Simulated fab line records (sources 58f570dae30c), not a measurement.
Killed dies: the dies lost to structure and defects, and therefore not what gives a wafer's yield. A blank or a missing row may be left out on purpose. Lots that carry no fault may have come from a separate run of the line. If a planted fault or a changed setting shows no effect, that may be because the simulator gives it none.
The same fault as seen by 2 desks | flow berkeley-cmos170 | each desk holds nothing but its own numbers, with what lay behind them at the end

## THE METROLOGY DESK
What the gauges read, lot by lot, whatever tool the lot ran on: means of the sampled wafers that have a number. The brackets show how far a lot's mean lies from the usual mean; more than 4 standard deviations puts the lot out of limits, marked OUT.
Columns: A = NLDD_TW at UCB170_NLDD_TW_MEAS_11, usual 2218; B = NLDD_RS at UCB170_SDANNEAL_RS_MEAS_05, usual 616.7 ohm/sq
lot  | first seen here | A               | B
L258 | day 7 03:56     | 2223            | 616.0
L261 | day 7 18:53     | 2217            | 617.7
L260 | day 7 19:11     | 2215            | 618.1
L262 | day 7 19:26     | 2221            | 613.8
L263 | day 8 04:19     | 2191            | 618.2
L264 | day 8 04:27     | 2223            | 616.9
L265 | day 8 19:48     | 2115 (-6.1) OUT | 536.7 (-44) OUT
L266 | day 9 00:56     | 2215            | 617.7
L268 | day 9 09:01     | 2118 (-5.9) OUT | 539.9 (-43) OUT
L275 | day 10 07:35    | 2210            | 617.3
L274 | day 10 08:46    | 2189            | 617.3
L278 | day 10 18:59    | 2184            | 616.6
L277 | day 10 20:06    | 2213            | 614.0
L279 | day 11 20:22    | 2214            | 614.9
This desk reports L265, L268 out of limits; the earliest was L265 at day 8 19:48 (NLDD_TW at UCB170_NLDD_TW_MEAS_11). Within limits: L258, L261, L260, L262, L263, L264, L266, L275, L274, L278, L277, L279.

## FOR THE TOOL OWNER'S DESK: implanter-01
For each lot that ran on this tool, the mean over its sampled wafers that have a number, from the tool's own readings at UCB170_NLDD_IMPLANT_09. The brackets show how far a lot's mean lies from the usual mean; more than 4 standard deviations puts the lot out of limits, marked OUT.
Columns: A = faraday-current-uA at UCB170_NLDD_IMPLANT_09, usual 159; B = tilt-deg at UCB170_NLDD_IMPLANT_09, usual 6.999 degrees
lot  | first seen here | A   | B
L262 | day 7 19:13     | 159 | 7.008
L263 | day 8 04:04     | 158 | 7.009
L265 | day 8 19:36     | 160 | 0.008 (-99 or more) OUT
L268 | day 9 08:46     | 159 | -0.022 (-99 or more) OUT
This desk's verdict: out of limits on L265, L268, starting with L265 at day 8 19:36 (tilt-deg at UCB170_NLDD_IMPLANT_09). Within limits: L262, L263.

## BROUGHT TOGETHER
The tool owner's desk could have raised an alarm at day 8 19:36, on L265, L268.
An alarm was possible from the metrology desk at day 8 19:48, on L265, L268.
Of the lots named, all ran UCB170_NLDD_IMPLANT_09 on implanter-01.

## WHAT THE SIMULATOR HAD INSERTED
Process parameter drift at UCB170_NLDD_IMPLANT_09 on implanter-01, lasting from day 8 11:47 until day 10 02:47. Setting tilt-deg, moved by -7, from 7. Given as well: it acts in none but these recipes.
Struck lots among those shown: L265, L268.
Fault start to first reading out of limits, in hours, per desk: tool owner, 8; metrology, 8.
